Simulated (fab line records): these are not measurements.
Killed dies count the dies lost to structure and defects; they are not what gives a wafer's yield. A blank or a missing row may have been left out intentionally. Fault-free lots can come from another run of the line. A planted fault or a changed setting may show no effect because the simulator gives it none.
Split-lot trial || flow rit-cmos || 23 wafers read from 5 lots, route of 202 steps

## ABOUT THE SPLIT
At RIT_GATE_CVD_08 (deposits poly-Si from SiH4, target thk 250 nm, time 2220 s), the setting temp-c was moved away from the recipe's 610 C on 20 of the 23 wafers read, by -2.0% to +2.1%. For the rest of the wafers, this setting stayed at what the recipe calls for.

## FROM THE SPLIT TO THE READING: what the file shows between them, 6 steps
- RIT_GATE_THK_MEAS_09
- RIT_GATE_EXPOSE_13: exposes mask M6, target cd 150 nm (also split here: dose-mj)
- RIT_GATE_PEB_14
- RIT_GATE_DEVELOP_15: develop time 50 s
- RIT_GATE_CD_MEAS_16: target cd 150 nm
- RIT_GATE_HARDBAKE_18: time 60 s

## THE READING
oes-product-au, in a.u., at RIT_GATE_ETCH_19 (etches poly-Si in SF6/CHF3/O2, stops on SiO2, time 165 s, target depth 312.5 nm). On this fab line, fault-free wafers typically give 0.848 a.u. with a standard deviation of 0.018 a.u.

{"wafer": "L074.1", "tool, chamber at the split": "lpcvd-01, 1", "temp-c as run, C": 610, "against the recipe": "recipe", "oes-product-au, a.u.": 0.851, "against lot-mates on the recipe": "-"}
{"wafer": "L074.2", "tool, chamber at the split": "lpcvd-01, 1", "temp-c as run, C": 610, "against the recipe": "recipe", "oes-product-au, a.u.": 0.868, "against lot-mates on the recipe": "-"}
{"wafer": "L074.5", "tool, chamber at the split": "lpcvd-01, 1", "temp-c as run, C": 610, "against the recipe": "recipe", "oes-product-au, a.u.": 0.831, "against lot-mates on the recipe": "-"}
{"wafer": "L075.1", "tool, chamber at the split": "-, -", "temp-c as run, C": 604, "against the recipe": "-1.0%", "oes-product-au, a.u.": 0.755, "against lot-mates on the recipe": "no lot-mate on the recipe"}
{"wafer": "L075.2", "tool, chamber at the split": "-, -", "temp-c as run, C": 604, "against the recipe": "-1.0%", "oes-product-au, a.u.": 0.763, "against lot-mates on the recipe": "no lot-mate on the recipe"}
{"wafer": "L075.4", "tool, chamber at the split": "-, -", "temp-c as run, C": 604, "against the recipe": "-1.0%", "oes-product-au, a.u.": 0.742, "against lot-mates on the recipe": "no lot-mate on the recipe"}
{"wafer": "L075.5", "tool, chamber at the split": "-, -", "temp-c as run, C": 604, "against the recipe": "-1.0%", "oes-product-au, a.u.": 0.752, "against lot-mates on the recipe": "no lot-mate on the recipe"}
{"wafer": "L075.6", "tool, chamber at the split": "-, -", "temp-c as run, C": 604, "against the recipe": "-1.0%", "oes-product-au, a.u.": 0.754, "against lot-mates on the recipe": "no lot-mate on the recipe"}
{"wafer": "L079.1", "tool, chamber at the split": "-, -", "temp-c as run, C": 622.6, "against the recipe": "+2.1%", "oes-product-au, a.u.": 0.987, "against lot-mates on the recipe": "no lot-mate on the recipe"}
{"wafer": "L079.2", "tool, chamber at the split": "-, -", "temp-c as run, C": 622.6, "against the recipe": "+2.1%", "oes-product-au, a.u.": 0.989, "against lot-mates on the recipe": "no lot-mate on the recipe"}
{"wafer": "L079.4", "tool, chamber at the split": "-, -", "temp-c as run, C": 622.6, "against the recipe": "+2.1%", "oes-product-au, a.u.": 0.985, "against lot-mates on the recipe": "no lot-mate on the recipe"}
{"wafer": "L079.5", "tool, chamber at the split": "-, -", "temp-c as run, C": 622.6, "against the recipe": "+2.1%", "oes-product-au, a.u.": 0.980, "against lot-mates on the recipe": "no lot-mate on the recipe"}
{"wafer": "L079.6", "tool, chamber at the split": "-, -", "temp-c as run, C": 622.6, "against the recipe": "+2.1%", "oes-product-au, a.u.": 0.970, "against lot-mates on the recipe": "no lot-mate on the recipe"}
{"wafer": "L080.1", "tool, chamber at the split": "-, -", "temp-c as run, C": 597.8, "against the recipe": "-2.0%", "oes-product-au, a.u.": 0.707, "against lot-mates on the recipe": "no lot-mate on the recipe"}
{"wafer": "L080.2", "tool, chamber at the split": "-, -", "temp-c as run, C": 597.8, "against the recipe": "-2.0%", "oes-product-au, a.u.": 0.706, "against lot-mates on the recipe": "no lot-mate on the recipe"}
{"wafer": "L080.4", "tool, chamber at the split": "-, -", "temp-c as run, C": 597.8, "against the recipe": "-2.0%", "oes-product-au, a.u.": 0.717, "against lot-mates on the recipe": "no lot-mate on the recipe"}
{"wafer": "L080.5", "tool, chamber at the split": "-, -", "temp-c as run, C": 597.8, "against the recipe": "-2.0%", "oes-product-au, a.u.": 0.714, "against lot-mates on the recipe": "no lot-mate on the recipe"}
{"wafer": "L080.6", "tool, chamber at the split": "-, -", "temp-c as run, C": 597.8, "against the recipe": "-2.0%", "oes-product-au, a.u.": 0.688, "against lot-mates on the recipe": "no lot-mate on the recipe"}
{"wafer": "L085.1", "tool, chamber at the split": "-, -", "temp-c as run, C": 621.4, "against the recipe": "+1.9%", "oes-product-au, a.u.": 0.988, "against lot-mates on the recipe": "no lot-mate on the recipe"}
{"wafer": "L085.2", "tool, chamber at the split": "-, -", "temp-c as run, C": 621.4, "against the recipe": "+1.9%", "oes-product-au, a.u.": 0.972, "against lot-mates on the recipe": "no lot-mate on the recipe"}
{"wafer": "L085.3", "tool, chamber at the split": "-, -", "temp-c as run, C": 621.4, "against the recipe": "+1.9%", "oes-product-au, a.u.": 0.985, "against lot-mates on the recipe": "no lot-mate on the recipe"}
{"wafer": "L085.4", "tool, chamber at the split": "-, -", "temp-c as run, C": 621.4, "against the recipe": "+1.9%", "oes-product-au, a.u.": 0.978, "against lot-mates on the recipe": "no lot-mate on the recipe"}
{"wafer": "L085.6", "tool, chamber at the split": "-, -", "temp-c as run, C": 621.4, "against the recipe": "+1.9%", "oes-product-au, a.u.": 0.973, "against lot-mates on the recipe": "no lot-mate on the recipe"}

FIT RESULTS
A straight line over all 23 wafers: oes-product-au changes by +0.0712 a.u. for each +1% of temp-c; r = +0.99; the points scatter about the line by 0.014 a.u.
Too few moved wafers with a lot-mate on the recipe to fit a line net of each lot's own level.

## THE WHOLE CHAIN: every reading that the file lists as answering this split, in the file's order
{"step": "RIT_GATE_CVD_08", "what it does": "deposits poly-Si from SiH4, target thk 250 nm, time 2220 s", "reading": "poly-Si_of_GATE_CVD_08.thk-nm (the simulator's own value, which no gauge read)", "change (the file's fit)": "+37.3 nm for each +1% of the setting", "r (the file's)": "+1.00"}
{"step": "RIT_GATE_THK_MEAS_09", "what it does": "", "reading": "GATE_POLY_THK", "change (the file's fit)": "+37.3 for each +1% of the setting", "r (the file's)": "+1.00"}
{"step": "RIT_GATE_ETCH_19", "what it does": "etches poly-Si in SF6/CHF3/O2, stops on SiO2, time 165 s, target depth 312.5 nm", "reading": "oes-product-au", "change (the file's fit)": "+0.0712 a.u. for each +1% of the setting", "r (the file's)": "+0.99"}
{"step": "RIT_GATE_ETCH_19", "what it does": "etches poly-Si in SF6/CHF3/O2, stops on SiO2, time 165 s, target depth 312.5 nm", "reading": "GATE.feature-depth-nm (the simulator's own value, which no gauge read)", "change (the file's fit)": "+31.2 nm for each +1% of the setting", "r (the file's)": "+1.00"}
{"step": "RIT_GATE_ETCH_19", "what it does": "etches poly-Si in SF6/CHF3/O2, stops on SiO2, time 165 s, target depth 312.5 nm", "reading": "etch.depth-nm (the simulator's own value, which no gauge read)", "change (the file's fit)": "+31.2 nm for each +1% of the setting", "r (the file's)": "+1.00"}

## THE FILE'S OWN FIT
oes-product-au changes by +0.0712 a.u. for each +1% of temp-c, r = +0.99.
